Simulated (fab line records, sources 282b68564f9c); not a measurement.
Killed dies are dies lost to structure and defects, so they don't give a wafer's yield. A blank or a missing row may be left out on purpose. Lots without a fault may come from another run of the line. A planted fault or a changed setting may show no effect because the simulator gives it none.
A struck lot beside a sound one | flow rit_cmos | 15 steps out of a route of 202
Sound: wafers L717.1, L717.3, L717.4. Struck: wafers L730.3, L730.4. (L730.6 of the same lot was not struck and is left out.) The cause comes at the end.
At each step with rows: each side's tool, then ch and its chambers, then its first start. Under that, the readings that differ: sound wafers | struck wafers | difference of the means | sigmas: that difference in standard deviations of wafers without a fault.
alike: readings whose means differ by less than 2 such deviations, and words and numbers that are the same on both sides. not compared: withheld readings, readings that some wafer has no value for, bounds like >300 that may hide the same value, and numbers for which the record gives no deviation and whose values overlap.
The two part at a step that has a row with sigmas, a row that says differs or no value, or rows on one side only. Numbers that don't overlap but have no deviation are shown without sigmas and don't part them. A reading that every wafer of one side lacks parts them only if that side has two wafers or more.

RIT_SILICIDE_RTA_06: time 10 s, ramp up 5 s, ramp down 10 s.
  sound on rtp_anneal-01 ch 0, day 4 08:51; struck on rtp_anneal-02 ch 0, day 7 02:58
  alike: wafer_temp_C_max
RIT_CONTACT_CVD_00: deposits SiO2 from TEOS, target thk 400 nm, time 61 s.
  sound on pecvd-02 ch 0,1, day 4 08:55; struck on pecvd-04 ch 0,1, day 7 03:01
  alike: heater_power_w
RIT_CONTACT_THK_MEAS_01:
  sound on film_metro-04, day 4 08:58; struck on film_metro-04, day 7 03:05
  alike: CONTACT_TEOS_THK
then, 6 steps without rows for these wafers: RIT_CONTACT_HMDS_02 (prime time 60 s); RIT_CONTACT_COAT_03 (resist thk 1000 nm); RIT_CONTACT_SOFTBAKE_04 (time 60 s); RIT_CONTACT_EXPOSE_05 (exposes mask M11, target cd 1000 nm); RIT_CONTACT_PEB_06; RIT_CONTACT_DEVELOP_07 (develop time 120 s).
RIT_CONTACT_CD_MEAS_08: target cd 1000 nm.
  sound on cd_sem-01, day 4 10:08; struck on cd_sem-01, day 7 04:08
  alike: cd_nm
RIT_CONTACT_OVL_MEAS_09:
  sound on overlay-02, day 4 10:16; struck on overlay-02, day 7 04:14
  alike: CONTACT_OVL
then, 1 step without rows for these wafers: RIT_CONTACT_HARDBAKE_10 (time 60 s).
RIT_CONTACT_ETCH_11: etches SiO2 in CHF3/CF4/Ar, stops on TiSi2, target depth 480 nm, time 320 s.
  sound on rie_diel-03 ch 0,1,2, day 4 10:27; struck on rie_diel-03 ch 2, day 7 04:24
  reading                                      | sound             | struck          | difference | sigmas
  over_etch_frac                               | 0.2 0.2 0.2       | 0.36848 0.36848 | +0.16848   |
  model.NOVOLAK_of_CONTACT_COAT_03.thk_nm (nm) | 770.2 768.2 765.3 | 752.9 753.4     | -14.8      |
  alike: drypump_motor_current_A, oes_product_au, throttle_valve_pct
  not compared: rf_hours_counter_h
RIT_CONTACT_STRIP_12: strips in O2, time 180 s.
  sound on plasma_asher-01 ch 0,1, day 4 10:38; struck on plasma_asher-03 ch 0,1, day 7 04:39
  alike: drypump_motor_current_A
  not compared: rf_hours_counter_h
RIT_M1_PROBE_99:
  sound on prober-02, day 4 16:21; struck on prober-01, day 7 09:32
  reading                                    | sound                      | struck            | difference | sigmas
  model.etest.nmos_0p15.junction_log10_a_um  | -13.55 -13.75 -13.55       | -13.03 -13.05     | +0.58      |
  model.etest.nmos_narrow.off_log10_a_um     | -13.21 -13.21 -13.24       | -12.89 -12.93     | +0.31      |
  model.etest.gate_end_array.leak_log10_a_um | -12.86 -12.93 -12.88       | -12.69 -12.52     | +0.29      |
  model.etest.nmos_0p3.off_log10_a_um        | -13.02 -13.04 -13.06       | -12.78 -12.82     | +0.24      |
  model.etest.pmos_0p15.junction_log10_a_um  | -13.81 -13.67 -13.77       | -13.63 -13.66     | +0.11      |
  model.etest.antenna_contact.vt_shift_v (V) | -0.01613 -0.01038 -0.01051 | -0.02072 -0.02123 | -0.00864   |
  alike: killed_at_contacts, killed_at_front_end, killed_dies, killed_open, killed_short
  not compared: model.etest.contact_diode_array.leak_log10_a

WHERE THEY PART
Nowhere in this record.

WHY: what the simulator had put in
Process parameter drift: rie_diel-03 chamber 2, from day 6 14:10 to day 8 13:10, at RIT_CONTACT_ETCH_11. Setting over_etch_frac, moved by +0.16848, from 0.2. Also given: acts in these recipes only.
